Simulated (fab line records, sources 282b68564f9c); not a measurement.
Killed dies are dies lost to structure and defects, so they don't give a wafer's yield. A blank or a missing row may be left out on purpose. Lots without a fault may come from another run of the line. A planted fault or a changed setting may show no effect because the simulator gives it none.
fab line records | flow rit_cmos
record lots=5 wafers=15 last_day=7
route steps=202 shown NSD@132 PSD@142 SDANNEAL@153 PLDD@159 NLDD@160 SILICIDE@161 CONTACT@168
lots that met no fault: from a run of the same line without faults
start_h: hours from the record's first day to the start of the lot's first wafer shown | wait_h: hours since the lot's step before | " the same as in the row above | L1.1+2: a row that stands for several wafers | - no value, or no start given | * or withheld: withheld | < > ~ a bound
route shown NAME@n: a module of which the file shows steps, and the number in the route of the first | usual: mean/standard deviation of fault-free wafers | same: alike in all rows | chamber/n: place in a boat | sites: the reading at each site | _std_site: their standard deviation | _edge_site: outer sites' mean less inner sites' | radius_mm: how far each site lies from the wafer's centre | mask NAME#n: copy n | behind: the tool/chamber that last shaped the wafer | hold: why the lot was held/for how many hours/how that ended | device: the transistor (n, p or np) that didn't switch | end of line: the same wafers' tests at the end of the route | a step without rows: its recipe alone | killed: dies lost to structure and defects at the first sort, not the wafer's yield | map: a wafer's dies, x killed, . not, _ none there
set.NAME: the setting as run; set.NAME@STEP: as run at that earlier step | model.NAME: the simulator's own value behind a step, which no gauge read
lots at some steps of the route; a table a step, a row a wafer
services: from which hour (start_h, from the record's first day; less than 0 if before it) a tool's chamber was out of use, for how many hours, and why
## steps
# step RIT_NSD_COAT_01
# recipe resist=NOVOLAK spin_rpm=3250 resist_thk_nm=1000
# columns lot.wafer tool chamber start_h wait_h
L074.1+3+6 litho_track-03 0 46.89 0.1
L079.1+3+4 litho_track-03 0 75.41 0.1
L080.1+3+4 litho_track-01 0 84.69 0.1
L089.1+2+5 litho_track-03 0 127.39 0.1
L093.3+4+6 litho_track-01 0 147.41 0.1
# step RIT_NSD_SOFTBAKE_02
# recipe resist=NOVOLAK temp_c=90 time_s=60
# columns lot.wafer tool chamber start_h wait_h
L074.1+3+6 litho_track-03 0 47.04 0.1
L079.1+3+4 litho_track-03 0 75.56 0.1
L080.1+3+4 litho_track-01 0 84.84 0.1
L089.1+2+5 litho_track-03 0 127.54 0.1
L093.3+4+6 litho_track-01 0 147.56 0.1
# step RIT_NSD_EXPOSE_03
# recipe mask_id=M9 na=0.57 target_cd_nm=40700 dose_mj=250
# usual exposure_dose_mJ_cm2=249.92/0.28
# columns lot.wafer tool chamber start_h wait_h mask exposure_dose_mJ_cm2
L074.1 iline_stepper-01 0 47.19 0.1 M9#0 250.35
L074.3 " 0 " " M9#0 250.56
L074.6 " 0 " " M9#0 250.01
L079.1 iline_stepper-01 0 75.84 0.2 M9#0 249.74
L079.3 " 0 " " M9#0 249.96
L079.4 " 0 " " M9#0 249.82
L080.1 iline_stepper-02 0 85.12 0.2 M9#0 250.19
L080.3 " 0 " " M9#0 250.13
L080.4 " 0 " " M9#0 250.23
L089.1 iline_stepper-02 0 127.69 0.1 M9#0 249.81
L089.2 " 0 " " M9#0 249.52
L089.5 " 0 " " M9#0 249.72
L093.3 iline_stepper-02 0 147.83 0.2 M9#0 249.77
L093.4 " 0 " " M9#0 250.09
L093.6 " 0 " " M9#0 250.30
# step RIT_NSD_PEB_04
# recipe resist=NOVOLAK temp_c=withheld time_s=withheld
# columns lot.wafer tool chamber start_h wait_h
L074.1+3+6 litho_track-02 0 47.30 0.1
L079.1+3+4 litho_track-01 0 75.95 0.1
L080.1+3+4 litho_track-02 0 85.23 0.1
L089.1+2+5 litho_track-01 0 127.81 0.1
L093.3+4+6 litho_track-01 0 147.95 0.1
# step RIT_NSD_DEVELOP_05
# recipe resist=NOVOLAK develop_time_s=50 dev_temp_c=23
# columns lot.wafer tool chamber start_h wait_h
L074.1+3+6 litho_track-02 0 - -
L079.1+3+4 litho_track-01 0 - -
L080.1+3+4 litho_track-02 0 - -
L089.1+2+5 litho_track-01 0 - -
L093.3+4+6 litho_track-01 0 - -
# step RIT_NSD_OVL_MEAS_06
# usual NSD_OVL=0.5/1.5
# columns lot.wafer tool chamber start_h wait_h NSD_OVL[nm]
L074.1 overlay-01 - 47.59 - 1.5
L074.3 " - " " -0.9
L074.6 " - " " 0.6
L079.1 overlay-01 - 76.23 - 1.4
L079.3 " - " " 0.0
L079.4 " - " " 1.6
L080.1 overlay-02 - 85.52 - -1.0
L080.3 " - " " -2.9
L080.4 " - " " -1.2
L089.1 overlay-02 - 128.09 - -0.8
L089.2 " - " " -0.8
L089.5 " - " " -1.5
L093.3 overlay-02 - 148.20 - -0.8
L093.4 " - " " -1.2
L093.6 " - " " -0.1
# step RIT_NSD_HARDBAKE_07
# recipe resist=NOVOLAK temp_c=140 time_s=60
# columns lot.wafer tool chamber start_h wait_h
L074.1+3+6 litho_track-03 0 47.62 0.0
L079.1+3+4 litho_track-03 0 76.27 0.0
L080.1+3+4 litho_track-01 0 85.55 0.0
L089.1+2+5 litho_track-02 0 128.13 0.0
L093.3+4+6 litho_track-02 0 148.27 0.1
# step RIT_NSD_IMPLANT_08
# recipe species=P energy_kev=25 dose_cm2=1e+15 tilt_deg=7
# columns lot.wafer tool chamber start_h wait_h
L074.1+3+6 implanter-02 0 47.77 0.1
L079.1+3+4 implanter-01 0 76.42 0.1
L080.1+3+4 implanter-01 0 85.70 0.1
L089.1+2+5 implanter-01 0 128.28 0.1
L093.3+4+6 implanter-02 0 148.42 0.1
# step RIT_NSD_STRIP_09
# recipe chemistry=O2 time_s=180 resist=NOVOLAK platen_temp_c=withheld power_w=500 pressure_mtorr=4000 o2_flow_sccm=4000
# usual drypump_motor_current_A=5.5/0.45
# columns lot.wafer tool chamber start_h wait_h drypump_motor_current_A rf_hours_counter_h
L074.1 plasma_asher-02 0 47.92 0.1 5.4 42
L074.3 " 1 " " 5.2 -
L074.6 " 0 " " 5.4 -
L079.1 plasma_asher-04 1 76.57 0.1 6.7 42
L079.3 " 0 " " 5.4 -
L079.4 " 1 " " 6.7 -
L080.1 plasma_asher-04 1 85.85 0.1 6.6 43
L080.3 " 1 " " 6.7 -
L080.4 " 0 " " 5.4 -
L089.1 plasma_asher-02 0 128.43 0.1 5.4 49
L089.2 " 1 " " 5.1 49
L089.5 " 1 " " 5.1 -
L093.3 plasma_asher-02 1 148.58 0.1 5.1 -
L093.4 " 0 " " 5.4 -
L093.6 " 0 " " 5.4 -
# step RIT_NSD_TW_MEAS_10
# usual NSD_TW=3099/37
# columns lot.wafer tool chamber start_h wait_h NSD_TW
L074.1 film_metro-01 - 48.10 0.1 3164
L074.3 " - " " 3166
L074.6 " - " " 3152
L079.1 film_metro-01 - 76.75 0.1 3112
L079.3 " - " " 3144
L079.4 " - " " 3142
L080.1 film_metro-02 - 86.03 0.1 3089
L080.3 " - " " 3090
L080.4 " - " " 3113
L089.1 film_metro-01 - 128.60 0.1 3132
L089.2 " - " " 3116
L089.5 " - " " 3136
L093.3 film_metro-02 - 148.72 0.1 3111
L093.4 " - " " 3104
L093.6 " - " " 3106
# step RIT_PSD_HMDS_00
# recipe prime_time_s=60 prime_temp_c=140
# columns lot.wafer tool chamber start_h wait_h
L074.1+3+6 litho_track-01 0 48.16 0.1
L079.1+3+4 litho_track-01 0 76.81 0.1
L080.1+3+4 litho_track-01 0 86.09 0.1
L089.1+2+5 litho_track-04 0 128.66 0.1
L093.3+4+6 litho_track-02 0 148.81 0.1
# step RIT_PSD_COAT_01
# recipe resist=NOVOLAK spin_rpm=3299 resist_thk_nm=1000
# columns lot.wafer tool chamber start_h wait_h
L074.1+3+6 litho_track-01 0 48.31 0.1
L079.1+3+4 litho_track-01 0 76.96 0.1
L080.1+3+4 litho_track-01 0 86.24 0.1
L089.1+2+5 litho_track-04 0 128.81 0.1
L093.3+4+6 litho_track-02 0 148.96 0.1
# step RIT_PSD_SOFTBAKE_02
# recipe resist=NOVOLAK temp_c=90 time_s=60
# columns lot.wafer tool chamber start_h wait_h
L074.1+3+6 litho_track-01 0 48.46 0.1
L079.1+3+4 litho_track-01 0 77.11 0.1
L080.1+3+4 litho_track-01 0 86.39 0.1
L089.1+2+5 litho_track-04 0 128.96 0.1
L093.3+4+6 litho_track-02 0 149.11 0.1
# step RIT_PSD_EXPOSE_03
# recipe mask_id=M10 na=0.57 target_cd_nm=40900 dose_mj=250
# usual exposure_dose_mJ_cm2=250.03/0.26
# columns lot.wafer tool chamber start_h wait_h mask exposure_dose_mJ_cm2
L074.1 iline_stepper-01 0 48.73 0.2 M10#0 249.77
L074.3 " 0 " " M10#0 249.79
L074.6 " 0 " " M10#0 250.00
L079.1 iline_stepper-02 0 77.38 0.2 M10#0 249.84
L079.3 " 0 " " M10#0 250.19
L079.4 " 0 " " M10#0 249.65
L080.1 iline_stepper-01 0 86.66 0.2 M10#0 249.97
L080.3 " 0 " " M10#0 249.89
L080.4 " 0 " " M10#0 249.69
L089.1 iline_stepper-01 0 129.24 0.2 M10#0 250.54
L089.2 " 0 " " M10#0 250.41
L089.5 " 0 " " M10#0 250.31
L093.3 iline_stepper-01 0 149.25 0.1 M10#0 249.94
L093.4 " 0 " " M10#0 249.97
L093.6 " 0 " " M10#0 250.26
# step RIT_PSD_PEB_04
# recipe resist=NOVOLAK temp_c=withheld time_s=withheld
# columns lot.wafer tool chamber start_h wait_h
L074.1+3+6 litho_track-02 0 48.85 0.1
L079.1+3+4 litho_track-02 0 77.50 0.1
L080.1+3+4 litho_track-01 0 86.78 0.1
L089.1+2+5 litho_track-02 0 129.40 0.1
L093.3+4+6 litho_track-04 0 149.38 0.1
# step RIT_PSD_DEVELOP_05
# recipe resist=NOVOLAK develop_time_s=50 dev_temp_c=23
# columns lot.wafer tool chamber start_h wait_h
L074.1+3+6 litho_track-02 0 - -
L079.1+3+4 litho_track-02 0 - -
L080.1+3+4 litho_track-01 0 - -
L089.1+2+5 litho_track-02 0 - -
L093.3+4+6 litho_track-04 0 - -
# step RIT_PSD_OVL_MEAS_06
# usual PSD_OVL=0.5/1.4
# columns lot.wafer tool chamber start_h wait_h PSD_OVL[nm]
L074.1 overlay-01 - 49.13 - -0.6
L074.3 " - " " 0.4
L074.6 " - " " 0.2
L079.1 overlay-02 - 77.78 - 0.7
L079.3 " - " " 0.4
L079.4 " - " " 2.0
L080.1 overlay-02 - 87.06 - -1.4
L080.3 " - " " -0.9
L080.4 " - " " -1.0
L089.1 overlay-02 - 129.69 - -1.8
L089.2 " - " " -0.8
L089.5 " - " " 0.2
L093.3 overlay-01 - 149.62 - 2.0
L093.4 " - " " 1.4
L093.6 " - " " 3.2
# step RIT_PSD_HARDBAKE_07
# recipe resist=NOVOLAK temp_c=140 time_s=60
# columns lot.wafer tool chamber start_h wait_h
L074.1+3+6 litho_track-02 0 49.17 0.0
L079.1+3+4 litho_track-01 0 77.82 0.0
L080.1+3+4 litho_track-02 0 87.10 0.0
L089.1+2+5 litho_track-02 0 129.84 0.1
L093.3+4+6 litho_track-01 0 149.69 0.1
# step RIT_PSD_IMPLANT_08
# recipe species=BF2 energy_kev=27 dose_cm2=5.122e+15 tilt_deg=7
# columns lot.wafer tool chamber start_h wait_h
L074.1+3+6 implanter-02 0 49.32 0.1
L079.1+3+4 implanter-01 0 77.97 0.1
L080.1+3+4 implanter-04 0 87.25 0.1
L089.1+2+5 implanter-01 0 129.99 0.1
L093.3+4+6 implanter-01 0 149.84 0.1
# step RIT_PSD_STRIP_09
# recipe chemistry=O2 time_s=180 resist=NOVOLAK platen_temp_c=withheld power_w=500 pressure_mtorr=4000 o2_flow_sccm=4000
# usual drypump_motor_current_A=5.5/0.58
# columns lot.wafer tool chamber start_h wait_h drypump_motor_current_A rf_hours_counter_h
L074.1 plasma_asher-03 1 49.47 0.1 5.5 40
L074.3 " 0 " " 5.3 -
L074.6 " 0 " " 5.3 -
L079.1 plasma_asher-01 1 78.12 0.1 6.4 30
L079.3 " 1 " " 6.4 -
L079.4 " 0 " " 4.9 -
L080.1 plasma_asher-03 0 87.40 0.1 5.3 44
L080.3 " 0 " " 5.4 -
L080.4 " 1 " " 5.5 -
L089.1 plasma_asher-01 1 130.14 0.1 6.4 36
L089.2 " 0 " " 4.9 36
L089.5 " 0 " " 4.9 -
L093.3 plasma_asher-01 0 150.00 0.1 4.9 -
L093.4 " 1 " " 6.4 -
L093.6 " 0 " " 4.9 -
# step RIT_PSD_TW_MEAS_10
# usual PSD_TW=3397/46
# columns lot.wafer tool chamber start_h wait_h PSD_TW
L074.1 film_metro-01 - 49.64 0.1 3467
L074.3 " - " " 3448
L074.6 " - " " 3451
L079.1 film_metro-04 - 78.29 0.1 3366
L079.3 " - " " 3359
L079.4 " - " " 3363
L080.1 film_metro-02 - 87.57 0.1 3409
L080.3 " - " " 3405
L080.4 " - " " 3415
L089.1 film_metro-04 - 130.31 0.1 3340
L089.2 " - " " 3334
L089.5 " - " " 3346
L093.3 film_metro-02 - 150.14 0.1 3421
L093.4 " - " " 3395
L093.6 " - " " 3418
# step RIT_SDANNEAL_CLEAN_00
# recipe chemistry=SC1 mix=3:3:50 time_s=600 temp_c=75
# columns lot.wafer tool chamber start_h wait_h
L074.1+3+6 wet_bench-04 3 49.70 0.1
L079.1+3+4 wet_bench-02 1 78.35 0.1
L080.1+3+4 wet_bench-02 2 87.63 0.1
L089.1+2+5 wet_bench-02 2 130.41 0.1
L093.3+4+6 wet_bench-02 2 150.18 0.0
# step RIT_SDANNEAL_CLEAN_01
# recipe chemistry=dHF dilution=50:1 time_s=30
# columns lot.wafer tool chamber start_h wait_h
L074.1+3+6 wet_bench-02 1 49.88 0.0
L079.1+3+4 wet_bench-04 2 78.53 0.0
L080.1+3+4 wet_bench-04 2 87.81 0.0
L089.1+2+5 wet_bench-04 2 130.59 0.0
L093.3+4+6 wet_bench-02 1 150.37 0.0
# step RIT_SDANNEAL_CLEAN_02
# recipe chemistry=SC2 mix=3:3:50 time_s=600 temp_c=75 dry=n2_spin
# columns lot.wafer tool chamber start_h wait_h
L074.1+3+6 wet_bench-04 3 49.89 0.0
L079.1+3+4 wet_bench-03 0 78.54 0.0
L080.1+3+4 wet_bench-03 3 87.83 0.0
L089.1+2+5 wet_bench-02 3 130.60 0.0
L093.3+4+6 wet_bench-02 3 150.39 0.0
# step RIT_SDANNEAL_RTA_03
# recipe temp_c=1050 time_s=5 idle_temp_c=600 ramp_up_c_per_s=342 ramp_down_c_per_s=171 cool_to_c=600 ambient=N2
# usual wafer_temp_C_max=1053.3/1.1
# columns lot.wafer tool chamber start_h wait_h wafer_temp_C_max
L074.1 rtp_anneal-01 0 50.07 0.0 1053.0
L074.3 " 0 " " 1053.7
L074.6 " 0 " " 1052.8
L079.1 rtp_anneal-02 0 78.72 0.0 1052.6
L079.3 " 0 " " 1052.4
L079.4 " 0 " " 1053.6
L080.1 rtp_anneal-01 0 88.00 0.0 1055.3
L080.3 " 0 " " 1052.9
L080.4 " 0 " " 1051.7
L089.1 rtp_anneal-02 0 130.78 0.0 1053.2
L089.2 " 0 " " 1054.1
L089.5 " 0 " " 1053.5
L093.3 rtp_anneal-02 0 150.62 0.0 1053.9
L093.4 " 0 " " 1054.0
L093.6 " 0 " " 1054.2
# step RIT_SDANNEAL_RS_MEAS_04
# recipe thk_meas_gauge=four-point-probe
# usual PSD_RS=115.74/0.27
# columns lot.wafer tool chamber start_h wait_h PSD_RS[ohm/sq]
L074.1 film_metro-04 - 50.13 0.0 115.92
L074.3 " - " " 115.53
L074.6 " - " " 115.94
L079.1 film_metro-04 - 78.78 0.0 115.88
L079.3 " - " " 115.89
L079.4 " - " " 116.06
L080.1 film_metro-04 - 88.12 0.1 115.64
L080.3 " - " " 115.59
L080.4 " - " " 115.75
L089.1 film_metro-02 - 130.84 0.0 115.31
L089.2 " - " " 115.41
L089.5 " - " " 114.90
L093.3 film_metro-01 - 150.74 0.1 115.89
L093.4 " - " " 115.75
L093.6 " - " " 115.79
# step RIT_SDANNEAL_RS_MEAS_05
# recipe thk_meas_gauge=four-point-probe
# usual NSD_RS=84.6/0.3
# columns lot.wafer tool chamber start_h wait_h NSD_RS[ohm/sq]
L074.1 film_metro-04 - 50.25 0.1 84.1
L074.3 " - " " 84.1
L074.6 " - " " 84.2
L079.1 film_metro-04 - 78.90 0.1 84.5
L079.3 " - " " 84.6
L079.4 " - " " 84.5
L080.1 film_metro-04 - 88.24 0.1 84.3
L080.3 " - " " 84.9
L080.4 " - " " 84.4
L089.1 film_metro-02 - 130.96 0.1 84.3
L089.2 " - " " 84.2
L089.5 " - " " 84.2
L093.3 film_metro-01 - 150.86 0.1 84.8
L093.4 " - " " 84.8
L093.6 " - " " 85.0
# step RIT_SDANNEAL_RS_MEAS_06
# recipe thk_meas_gauge=four-point-probe
# usual PLDD_RS=177.0/0.4
# columns lot.wafer tool chamber start_h wait_h PLDD_RS[ohm/sq]
L074.1 film_metro-04 - 50.37 0.1 177.1
L074.3 " - " " 177.4
L074.6 " - " " 177.1
L079.1 film_metro-04 - 79.02 0.1 176.7
L079.3 " - " " 177.0
L079.4 " - " " 177.1
L080.1 film_metro-04 - 88.36 0.1 176.6
L080.3 " - " " 176.8
L080.4 " - " " 177.3
L089.1 film_metro-02 - 131.08 0.1 176.9
L089.2 " - " " 176.6
L089.5 " - " " 176.4
L093.3 film_metro-01 - 150.98 0.1 176.9
L093.4 " - " " 176.9
L093.6 " - " " 176.9
# step RIT_SDANNEAL_RS_MEAS_07
# recipe thk_meas_gauge=four-point-probe
# usual NLDD_RS=151.8/0.47
# columns lot.wafer tool chamber start_h wait_h NLDD_RS[ohm/sq]
L074.1 film_metro-04 - 50.49 0.1 152.8
L074.3 " - " " 152.0
L074.6 " - " " 152.0
L079.1 film_metro-04 - 79.14 0.1 152.0
L079.3 " - " " 152.0
L079.4 " - " " 152.4
L080.1 film_metro-04 - 88.48 0.1 151.8
L080.3 " - " " 151.9
L080.4 " - " " 151.1
L089.1 film_metro-02 - 131.20 0.1 151.7
L089.2 " - " " 151.4
L089.5 " - " " 151.9
L093.3 film_metro-01 - 151.10 0.1 152.0
L093.4 " - " " 151.1
L093.6 " - " " 151.6
# step RIT_SILICIDE_WET_ETCH_00
# recipe chemistry=BOE target=SiO2 target_depth_nm=14 time_s=15 dry=n2_spin dilution=10:1 temp_c=21.5
# columns lot.wafer tool chamber start_h wait_h
L074.1+3+6 wet_bench-04 3 50.61 0.1
L079.1+3+4 wet_bench-02 1 79.26 0.1
L080.1+3+4 wet_bench-01 1 88.60 0.1
L089.1+2+5 wet_bench-02 3 131.32 0.1
L093.3+4+6 wet_bench-01 3 151.18 0.1
# step RIT_SILICIDE_SPUTTER_01
# recipe material=Ti target_thk_nm=30 power_w=350 chamber_pressure_pa=0.667 gas=Ar time_s=248.2 substrate_temp_c=25
# usual throttle_valve_pct=29.7/0.72
# columns lot.wafer tool chamber start_h wait_h throttle_valve_pct
L074.1 pvd_sputter-03 - 50.62 0.0 28.4
L074.3 " - " " 30.7
L074.6 " - " " 30.9
L079.1 pvd_sputter-02 - 79.27 0.0 29.5
L079.3 " - " " 30.3
L079.4 " - " " 29.9
L080.1 pvd_sputter-04 - 88.61 0.0 29.9
L080.3 " - " " 29.2
L080.4 " - " " 28.9
L089.1 pvd_sputter-02 - 131.33 0.0 29.9
L089.2 " - " " 30.2
L089.5 " - " " 30.7
L093.3 pvd_sputter-02 - 151.19 0.0 30.6
L093.4 " - " " 29.7
L093.6 " - " " 30.2
# step RIT_SILICIDE_RS_MEAS_02
# recipe thk_meas_gauge=four-point-probe reads=Ti_of_SILICIDE_SPUTTER_01
# usual SILICIDE_TI_RS=46.0/0.55
# columns lot.wafer tool chamber start_h wait_h SILICIDE_TI_RS[ohm/sq]
L074.1 film_metro-01 - 50.77 0.1 45.6
L074.3 " - " " 45.0
L074.6 " - " " 45.6
L079.1 film_metro-03 - 79.42 0.1 45.9
L079.3 " - " " 46.2
L079.4 " - " " 46.1
L080.1 film_metro-03 - 88.76 0.1 46.1
L080.3 " - " " 47.0
L080.4 " - " " 46.3
L089.1 film_metro-03 - 131.48 0.1 45.6
L089.2 " - " " 45.2
L089.5 " - " " 44.9
L093.3 film_metro-04 - 151.38 0.1 45.8
L093.4 " - " " 46.0
L093.6 " - " " 46.4
# step RIT_SILICIDE_THK_MEAS_03
# recipe thk_meas_gauge=xrf reads=Ti_of_SILICIDE_SPUTTER_01
# usual SILICIDE_TI_THK=30.7/0.33
# columns lot.wafer tool chamber start_h wait_h SILICIDE_TI_THK[nm]
L074.1 film_metro-01 - 50.89 0.1 31.0
L074.3 " - " " 31.3
L074.6 " - " " 31.2
L079.1 film_metro-03 - 79.54 0.1 30.7
L079.3 " - " " 30.6
L079.4 " - " " 30.6
L080.1 film_metro-03 - 88.88 0.1 30.7
L080.3 " - " " 30.4
L080.4 " - " " 30.5
L089.1 film_metro-03 - 131.60 0.1 31.0
L089.2 " - " " 31.2
L089.5 " - " " 31.3
L093.3 film_metro-04 - 151.48 0.1 30.8
L093.4 " - " " 30.6
L093.6 " - " " 30.3
# step RIT_SILICIDE_RTA_04
# recipe temp_c=650 time_s=10 idle_temp_c=25 ramp_up_s=5 ramp_down_s=5 cool_to_c=25 ambient=N2
# usual wafer_temp_C_max=652.1/0.54
# columns lot.wafer tool chamber start_h wait_h wafer_temp_C_max
L074.1 rtp_anneal-02 0 50.95 0.1 651.9
L074.3 " 0 " " 651.7
L074.6 " 0 " " 651.3
L079.1 rtp_anneal-01 0 79.60 0.1 652.3
L079.3 " 0 " " 651.6
L079.4 " 0 " " 651.3
L080.1 rtp_anneal-02 0 88.94 0.1 652.1
L080.3 " 0 " " 652.1
L080.4 " 0 " " 651.3
L089.1 rtp_anneal-01 0 131.66 0.1 652.9
L089.2 " 0 " " 653.4
L089.5 " 0 " " 652.1
L093.3 rtp_anneal-01 0 151.54 0.1 652.5
L093.4 " 0 " " 652.7
L093.6 " 0 " " 651.6
# step RIT_SILICIDE_WET_ETCH_05
# recipe chemistry=SPM target=Ti temp_c=90 time_s=120 dry=n2_spin
# columns lot.wafer tool chamber start_h wait_h
L074.1+3+6 wet_bench-02 3 51.02 0.1
L079.1+3+4 wet_bench-01 1 79.67 0.1
L080.1+3+4 wet_bench-04 3 89.01 0.1
L089.1+2+5 wet_bench-02 1 131.73 0.1
L093.3+4+6 wet_bench-02 0 151.59 0.0
# step RIT_SILICIDE_RTA_06
# recipe temp_c=750 time_s=10 idle_temp_c=25 ramp_up_s=5 ramp_down_s=10 cool_to_c=25 ambient=N2
# usual wafer_temp_C_max=752.5/0.54
# columns lot.wafer tool chamber start_h wait_h wafer_temp_C_max
L074.1 rtp_anneal-01 0 51.06 0.0 753.2
L074.3 " 0 " " 753.3
L074.6 " 0 " " 752.9
L079.1 rtp_anneal-02 0 79.71 0.0 752.1
L079.3 " 0 " " 752.0
L079.4 " 0 " " 753.0
L080.1 rtp_anneal-01 0 89.05 0.0 752.2
L080.3 " 0 " " 752.6
L080.4 " 0 " " 752.0
L089.1 rtp_anneal-02 0 131.77 0.0 752.1
L089.2 " 0 " " 752.6
L089.5 " 0 " " 752.2
L093.3 rtp_anneal-02 0 151.68 0.0 752.3
L093.4 " 0 " " 752.1
L093.6 " 0 " " 752.8
# step RIT_CONTACT_CVD_00
# recipe material=SiO2 target_thk_nm=400 precursor=TEOS temp_c=390 time_s=61 rf_w=400
# usual heater_power_w=307/35
# columns lot.wafer tool chamber start_h wait_h heater_power_w
L074.1 pecvd-02 0 51.12 0.1 344
L074.3 " 2 " " 274
L074.6 " 2 " " 283
L079.1 pecvd-03 0 79.77 0.1 283
L079.3 " 2 " " 293
L079.4 " 0 " " 297
L080.1 pecvd-02 2 89.18 0.1 289
L080.3 " 1 " " 276
L080.4 " 2 " " 297
L089.1 pecvd-02 0 131.83 0.1 270
L089.2 " 1 " " 299
L089.5 " 0 " " 301
L093.3 pecvd-01 2 151.79 0.1 280
L093.4 " 0 " " 284
L093.6 " 2 " " 302
# step RIT_CONTACT_THK_MEAS_01
# recipe reads=SiO2_of_CONTACT_CVD_00
# usual CONTACT_TEOS_THK=401/6
# columns lot.wafer tool chamber start_h wait_h CONTACT_TEOS_THK[nm]
L074.1 film_metro-04 - 51.18 0.0 403
L074.3 " - " " 396
L074.6 " - " " 401
L079.1 film_metro-04 - 79.82 0.0 406
L079.3 " - " " 405
L079.4 " - " " 403
L080.1 film_metro-04 - 89.23 0.0 396
L080.3 " - " " 395
L080.4 " - " " 398
L089.1 film_metro-04 - 131.89 0.0 393
L089.2 " - " " 389
L089.5 " - " " 399
L093.3 film_metro-02 - 151.86 0.0 406
L093.4 " - " " 403
L093.6 " - " " 411
# step RIT_CONTACT_HMDS_02
# recipe prime_time_s=60 prime_temp_c=140
# columns lot.wafer tool chamber start_h wait_h
L074.1+3+6 litho_track-01 0 51.24 0.1
L079.1+3+4 litho_track-03 0 79.88 0.1
L080.1+3+4 litho_track-01 0 89.29 0.1
L089.1+2+5 litho_track-01 0 131.95 0.1
L093.3+4+6 litho_track-03 0 151.95 0.1
# step RIT_CONTACT_COAT_03
# recipe resist=NOVOLAK spin_rpm=3250 resist_thk_nm=1000
# columns lot.wafer tool chamber start_h wait_h
L074.1+3+6 litho_track-01 0 51.39 0.1
L079.1+3+4 litho_track-03 0 80.03 0.1
L080.1+3+4 litho_track-01 0 89.44 0.1
L089.1+2+5 litho_track-01 0 132.10 0.1
L093.3+4+6 litho_track-03 0 152.10 0.1
# step RIT_CONTACT_SOFTBAKE_04
# recipe resist=NOVOLAK temp_c=90 time_s=60
# columns lot.wafer tool chamber start_h wait_h
L074.1+3+6 litho_track-01 0 51.54 0.1
L079.1+3+4 litho_track-03 0 80.18 0.1
L080.1+3+4 litho_track-01 0 89.59 0.1
L089.1+2+5 litho_track-01 0 132.25 0.1
L093.3+4+6 litho_track-03 0 152.25 0.1
# step RIT_CONTACT_EXPOSE_05
# recipe mask_id=M11 na=0.6 source_shape=conventional sigma_outer=0.5 target_cd_nm=1000 dose_mj=250
# usual exposure_dose_mJ_cm2=253.44/0.29
# columns lot.wafer tool chamber start_h wait_h mask exposure_dose_mJ_cm2
L074.1 iline_stepper-02 0 51.69 0.1 M11#0 253.34
L074.3 " 0 " " M11#0 253.41
L074.6 " 0 " " M11#0 253.22
L079.1 iline_stepper-01 0 80.33 0.1 M11#0 253.47
L079.3 " 0 " " M11#0 253.51
L079.4 " 0 " " M11#0 253.41
L080.1 iline_stepper-01 0 89.74 0.1 M11#0 253.28
L080.3 " 0 " " M11#0 253.54
L080.4 " 0 " " M11#0 253.45
L089.1 iline_stepper-01 0 132.52 0.2 M11#0 253.50
L089.2 " 0 " " M11#0 253.07
L089.5 " 0 " " M11#0 253.50
L093.3 iline_stepper-01 0 152.51 0.2 M11#0 253.27
L093.4 " 0 " " M11#0 252.66
L093.6 " 0 " " M11#0 253.10
# step RIT_CONTACT_PEB_06
# recipe resist=NOVOLAK temp_c=withheld time_s=withheld
# columns lot.wafer tool chamber start_h wait_h
L074.1+3+6 litho_track-04 0 51.80 0.1
L079.1+3+4 litho_track-04 0 80.45 0.1
L080.1+3+4 litho_track-03 0 89.86 0.1
L089.1+2+5 litho_track-01 0 132.64 0.1
L093.3+4+6 litho_track-03 0 152.64 0.1
# step RIT_CONTACT_DEVELOP_07
# recipe resist=NOVOLAK develop_time_s=114.2 dev_temp_c=23
# columns lot.wafer tool chamber start_h wait_h
L074.1+3+6 litho_track-04 0 - -
L079.1+3+4 litho_track-04 0 - -
L080.1+3+4 litho_track-03 0 - -
L089.1+2+5 litho_track-01 0 - -
L093.3+4+6 litho_track-03 0 - -
# step RIT_CONTACT_CD_MEAS_08
# recipe target_cd_nm=1000
# usual cd_nm=999.8/2.2
# columns lot.wafer tool chamber start_h wait_h cd_nm
L074.1 cd_sem-01 - 52.20 - 1000.8
L074.3 " - " " 1002.0
L074.6 " - " " 1000.8
L079.1 cd_sem-02 - 80.85 - 999.4
L079.3 " - " " 997.9
L079.4 " - " " 1000.1
L080.1 cd_sem-01 - 90.26 - 1003.8
L080.3 " - " " 1001.7
L080.4 " - " " 1004.7
L089.1 cd_sem-01 - 133.04 - 996.7
L089.2 " - " " 997.2
L089.5 " - " " 998.6
L093.3 cd_sem-01 - 153.03 - 998.4
L093.4 " - " " 998.4
L093.6 " - " " 997.0
# step RIT_CONTACT_OVL_MEAS_09
# usual CONTACT_OVL=-0.6/1.6
# columns lot.wafer tool chamber start_h wait_h CONTACT_OVL[nm]
L074.1 overlay-01 - 52.32 0.1 1.8
L074.3 " - " " 1.6
L074.6 " - " " -0.1
L079.1 overlay-01 - 80.97 0.1 3.3
L079.3 " - " " 0.7
L079.4 " - " " 2.7
L080.1 overlay-02 - 90.38 0.1 0.5
L080.3 " - " " -1.1
L080.4 " - " " -1.8
L089.1 overlay-01 - 133.16 0.1 -1.3
L089.2 " - " " 0.1
L089.5 " - " " -0.7
L093.3 overlay-02 - 153.12 0.1 -1.9
L093.4 " - " " -0.4
L093.6 " - " " -1.6
## services
# columns tool chamber start_h hours kind
pvd_sputter-04 - 30.50 2.2 repair
iline_stepper-02 - 30.82 2.1 pm
implanter-01 - 32.01 1.9 repair
iline_stepper-02 - 32.91 - consumable_replace:lamp
pvd_sputter-03 - 34.94 1.0 repair
pecvd-02 - 47.61 1.3 repair
plasma_asher-02 - 71.80 14.6 pm
pvd_sputter-03 - 75.64 2.5 repair
wet_bench-03 - 78.89 1.9 pm
implanter-02 - 82.09 4.3 repair
plasma_asher-03 - 88.64 1.2 repair
iline_stepper-01 - 101.83 2.6 repair
iline_stepper-02 - 104.42 1.7 pm
plasma_asher-03 - 108.75 9.0 pm
plasma_asher-03 0 108.75 9.0 vent_cycle
plasma_asher-03 1 108.75 9.0 vent_cycle
pecvd-01 2 114.40 2.5 repair
implanter-02 - 116.09 2.6 repair
implanter-02 - 118.66 6.6 pm
iline_stepper-01 - 122.23 1.7 pm
implanter-04 - 131.88 6.2 repair
pecvd-01 1 134.73 29.9 repair
implanter-02 - 145.86 2.5 repair
iline_stepper-02 0 147.76 - calibration
## key
fault none
